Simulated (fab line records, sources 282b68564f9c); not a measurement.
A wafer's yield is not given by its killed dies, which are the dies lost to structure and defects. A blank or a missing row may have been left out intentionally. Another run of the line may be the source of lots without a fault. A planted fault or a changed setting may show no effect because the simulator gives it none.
A single fault, viewed from 2 desks + flow rit_cmos + every desk sees just its own numbers, and what lay behind them comes last

## FROM THE METROLOGY DESK
What the gauges read for every lot (on any tool): the sampled wafers with a number, averaged. Any lot whose mean is over 4 standard deviations away from the usual mean is out of limits and marked OUT; that distance is given in the brackets.
Columns: A = SILICIDE_TI_RS at RIT_SILICIDE_RS_MEAS_02, usual 52.4 ohm/sq; B = SILICIDE_TI_THK at RIT_SILICIDE_THK_MEAS_03, usual 29.8 nm; C = CONTACT_TEOS_THK at RIT_CONTACT_THK_MEAS_01, usual 400 nm
| lot  | first seen here | A    | B    | C   |
|------|-----------------|------|------|-----|
| L987 | day 4 02:44     | 53.0 | 29.6 | 396 |
| L990 | day 4 13:01     | 53.0 | 29.3 | 399 |
| L992 | day 5 00:05     | 52.1 | 29.9 | 397 |
| L994 | day 5 06:56     | 53.8 | 29.2 | 402 |
| L996 | day 5 18:41     | 51.7 | 30.1 | 403 |
| L999 | day 6 11:21     | 52.9 | 29.7 | 402 |
| L104 | day 7 12:13     | 52.8 | 29.7 | 409 |
Finding of this desk: none of the 7 lots has anything out of limits.

## FOR THE TOOL OWNER'S DESK: iline_stepper-02
The tool's own readings at RIT_CONTACT_EXPOSE_05 (exposes mask M11, target cd 1000 nm): means of the sampled wafers that have a number, for each lot that ran on this tool. Any lot whose mean is over 4 standard deviations away from the usual mean is out of limits and marked OUT; that distance is given in the brackets.
Columns: A = exposure_dose_mJ_cm2 at RIT_CONTACT_EXPOSE_05, usual 249.90
| lot  | first seen here | A      |
|------|-----------------|--------|
| L990 | day 4 14:06     | 249.96 |
| L992 | day 5 01:00     | 250.21 |
| L994 | day 5 07:59     | 250.35 |
| L996 | day 5 19:39     | 249.60 |
Finding of this desk: none of the 4 lots has anything out of limits.

## TAKEN TOGETHER
The metrology desk saw nothing out of limits.
Nothing out of limits was seen by the tool owner's desk.

## WHAT HAD BEEN PUT IN BY THE SIMULATOR
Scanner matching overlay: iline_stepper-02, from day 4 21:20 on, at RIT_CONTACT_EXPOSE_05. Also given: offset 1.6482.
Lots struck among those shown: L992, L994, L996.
